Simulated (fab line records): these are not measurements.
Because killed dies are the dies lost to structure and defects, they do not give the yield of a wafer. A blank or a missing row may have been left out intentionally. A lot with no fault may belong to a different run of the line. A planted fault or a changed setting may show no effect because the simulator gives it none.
Matching of chambers :: flow berkeley-cmos170 :: 3 sister chambers for UCB170_SPACER_CVD_00 on pecvd-02
The step deposits SiO2 from TEOS/O2, target thk 376 nm, time 47 s. 3 wafers are shown with their chamber, then 7 later ones without.

WAFERS PAIRED WITH THEIR CHAMBERS
wafer: L861.1
chamber: 2
heater-power-w (W): 265

wafer: L867.2
chamber: 1
heater-power-w (W): 242

wafer: L867.3
chamber: 0
heater-power-w (W): 438

WAFERS MISSING THEIR CHAMBER
wafer: L867.5
heater-power-w (W): 439

wafer: L874.2
heater-power-w (W): 364

wafer: L874.5
heater-power-w (W): 257

wafer: L874.6
heater-power-w (W): 384

wafer: L876.1
heater-power-w (W): 212

wafer: L876.2
heater-power-w (W): 284

wafer: L876.4
heater-power-w (W): 235

WHICH CHAMBER EACH WENT THROUGH
wafer: L867.5
from the rows above: 0
in truth: 0

wafer: L874.2
from the rows above: can't be placed: 0 or 2 or 1
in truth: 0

wafer: L874.5
from the rows above: can't be placed: 2 or 1
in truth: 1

wafer: L874.6
from the rows above: can't be placed: 0 or 2
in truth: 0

wafer: L876.1
from the rows above: can't be placed: 1 or 2
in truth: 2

wafer: L876.2
from the rows above: can't be placed: 2 or 1
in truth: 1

wafer: L876.4
from the rows above: can't be placed: 1 or 2
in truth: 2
Correctly placed: 1 of 7. Unplaceable from these rows: 6, with the true chamber sitting among the candidates in 6. Number placed wrongly: 0.
How it was worked out, from the rows above alone: a wafer's distance from a chamber is the root of the sum, over the readings, of the square of ((its reading less the chamber's mean) divided by the reading's scatter). The wafer belongs to the nearest chamber; if the next one is less than 2 further off, it can't be placed. The mean given for a chamber averages the wafers shown for that chamber. The scatter (one wafer shown for each chamber): square how far every hidden wafer sits from the nearest shown wafer, average those squares and take the square root.
